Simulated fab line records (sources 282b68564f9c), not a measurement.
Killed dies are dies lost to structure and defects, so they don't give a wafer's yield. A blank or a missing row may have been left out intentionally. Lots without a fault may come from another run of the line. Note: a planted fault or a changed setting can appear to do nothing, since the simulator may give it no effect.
Comparing a struck lot with a sound one | flow rit cmos | 34 out of 202 route steps
Sound: wafers L220.2, L220.3, L220.4. The struck wafers were L230.2, L230.3, L230.5. Last of all comes the cause.
For every step that has rows: the tool of each side, followed by ch and its chambers, followed by its first start. Under that, the readings that differ: sound wafers | struck wafers | difference of the means | sigmas: that difference in standard deviations of wafers without a fault.
alike: a reading whose means differ by less than 2 such deviations, as well as words and numbers matching on both sides. not compared: withheld readings; readings where some wafer has no value; bounds like >300 that might hide an equal value; numbers whose values overlap and for which the record gives no deviation.
Wherever a step has rows on one side only, a row that says differs or no value, or a row with sigmas, the two part there. Numbers that don't overlap but have no deviation are shown without sigmas and don't part them. A reading that every wafer of one side lacks parts them only if that side has two wafers or more.

first, 2 steps without rows for these wafers: RIT_SPACER_CLEAN_02 (cleans in SC2, time 600 s); RIT_SPACER_CVD_03 (deposits Si3N4 from SiH2Cl2/NH3, target thk 250 nm, time 3300 s).
RIT_SPACER_THK_MEAS_04:
  sound on film metro-03 at day 4 05:07; struck on film metro-02 at day 6 09:53
  alike: SPACER_NITRIDE_THK
RIT_SPACER_ETCHBACK_05: etches Si3N4 in SF6/CHF3, stops on SiO2, target depth 250 nm, time 240 s.
  sound on rie diel-03 ch 1,2,3, day 4 05:10; struck on rie diel-01 ch 0,1, day 6 09:56
  alike: chamber pressure mTorr, drypump motor current A, oes product au, throttle valve pct
  not compared: rf hours counter h
then, 6 steps without rows for these wafers: RIT_NSD_HMDS_00 (prime time 60 s); RIT_NSD_COAT_01 (resist thk 1000 nm); RIT_NSD_SOFTBAKE_02 (time 60 s); RIT_NSD_EXPOSE_03 (exposes mask M9, target cd 40700 nm); RIT_NSD_PEB_04; RIT_NSD_DEVELOP_05 (develop time 50 s).
RIT_NSD_OVL_MEAS_06:
  sound on overlay-01 at day 4 06:23; struck on overlay-02 at day 6 10:56
  alike: NSD_OVL
then, 1 step without rows for these wafers: RIT_NSD_HARDBAKE_07 (time 60 s).
RIT_NSD_IMPLANT_08:
  sound on implanter-04 ch 0, day 4 06:35; struck on implanter-03 ch 0, day 6 11:08
  reading            | sound                     | struck                        | difference | sigmas
  dose ions cm2      | 9.995e+14 1e+15 9.989e+14 | 7.039e+14 7.046e+14 7.052e+14 | -2.949e+14 | -99 or more
  faraday current uA | 3037 3159 3144            | 2200 2175 2196                | -923       | -15
RIT_NSD_STRIP_09: strips in O2, time 180 s.
  sound on plasma asher-04 ch 0,1, day 4 06:43; struck on plasma asher-04 ch 0,1, day 6 11:16
  alike: chamber pressure mTorr, drypump motor current A, o2 flow sccm
  not compared: rf hours counter h
RIT_NSD_TW_MEAS_10:
  sound on film metro-01 at day 4 06:54; struck on film metro-02 at day 6 11:27
  reading | sound          | struck         | difference | sigmas
  NSD_TW  | 3089 3102 3109 | 2867 2887 2886 | -220       | -15
then, 6 steps without rows for these wafers: RIT_PSD_HMDS_00 (prime time 60 s); RIT_PSD_COAT_01 (resist thk 1000 nm); RIT_PSD_SOFTBAKE_02 (time 60 s); RIT_PSD_EXPOSE_03 (exposes mask M10, target cd 40900 nm); RIT_PSD_PEB_04; RIT_PSD_DEVELOP_05 (develop time 50 s).
RIT_PSD_OVL_MEAS_06:
  sound on overlay-01 at day 4 07:49; struck on overlay-02 at day 6 12:22
  reading      | sound          | struck      | difference | sigmas
  PSD_OVL (nm) | -3.4 -2.1 -3.2 | 0.5 0.7 0.4 | +3.4       | +2
then, 2 steps without rows for these wafers: RIT_PSD_HARDBAKE_07 (time 60 s); RIT_PSD_IMPLANT_08.
RIT_PSD_STRIP_09: strips in O2, time 180 s.
  sound on plasma asher-03 ch 0,1, day 4 08:08; struck on plasma asher-02 ch 0,1, day 6 12:41
  alike: chamber pressure mTorr, drypump motor current A, o2 flow sccm
  not compared: rf hours counter h
RIT_PSD_TW_MEAS_10:
  sound on film metro-01 at day 4 08:19; struck on film metro-01 at day 6 12:52
  alike: PSD_TW
then, 3 steps without rows for these wafers: RIT_SDANNEAL_CLEAN_00 (cleans in SC1, time 600 s); RIT_SDANNEAL_CLEAN_01 (cleans in dHF, time 30 s); RIT_SDANNEAL_CLEAN_02 (cleans in SC2, time 600 s).
RIT_SDANNEAL_RTA_03: time 5 s.
  sound on rtp anneal-02 ch 0, day 4 09:08; struck on rtp anneal-02 ch 0, day 6 13:22
  alike: wafer_temp_C_max
RIT_SDANNEAL_RS_MEAS_04: uses a four-point probe to measure.
  sound on film metro-01 at day 4 09:12; struck on film metro-01 at day 6 13:26
  alike: PSD_RS
RIT_SDANNEAL_RS_MEAS_05: uses a four-point probe to measure.
  sound on film metro-01 at day 4 09:19; struck on film metro-01 at day 6 13:33
  reading         | sound          | struck            | difference | sigmas
  NSD_RS (ohm/sq) | 84.4 84.3 84.3 | 112.1 112.3 111.9 | +27.8      | +84
RIT_SDANNEAL_RS_MEAS_06: uses a four-point probe to measure.
  sound on film metro-01 at day 4 09:26; struck on film metro-01 at day 6 13:40
  alike: PLDD_RS
RIT_M1_PROBE_99:
  sound on prober-01 at day 4 17:02; struck on prober-01 at day 6 20:47
  reading                                   | sound               | struck               | difference | sigmas
  model.etest.nmos_0p3.r on ohm um          | 2123 2179 2164      | 2288 2351 2286       | +153       |
  model.etest.nmos_0p15.r on ohm um         | 1109 1183 1138      | 1226 1253 1238       | +96        |
  model.etest.contact nplus.end ohm um      | 41.93 42.63 42.28   | 72.41 72.29 72.52    | +30.13     |
  model.etest.nmos_0p15.drive ua um         | 473 473.6 471.5     | 448.8 439.5 445.6    | -28.1      |
  model.etest.nmos narrow.drive ua um       | 232.7 232.7 226.1   | 212.7 208.7 217.1    | -17.7      |
  model.etest.nmos_0p3.drive ua um          | 230.7 230.1 224.8   | 214.2 208.7 216.6    | -15.4      |
  model.etest.nmos_0p15.junction log10 a um | -13.5 -13.47 -13.56 | -13.11 -12.82 -13.07 | +0.51      |
  model.etest.nmos_0p15.tox inv nm (nm)     | 4.418 4.34 4.395    | 4.801 4.768 4.694    | +0.370     |
  alike: killed at contacts, killed at front end, killed dies, killed open, killed short

== WHERE THEY PART ==
At RIT_NSD_IMPLANT_08 first; at RIT_SDANNEAL_RS_MEAS_05 last (within this record only). Later steps at which nothing parts them and some readings are alike: RIT_SDANNEAL_RS_MEAS_06, RIT_M1_PROBE_99.

WHY: whatever the simulator had introduced
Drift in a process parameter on implanter-03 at RIT_NSD_IMPLANT_08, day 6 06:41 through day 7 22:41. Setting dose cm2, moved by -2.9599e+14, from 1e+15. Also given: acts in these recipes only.
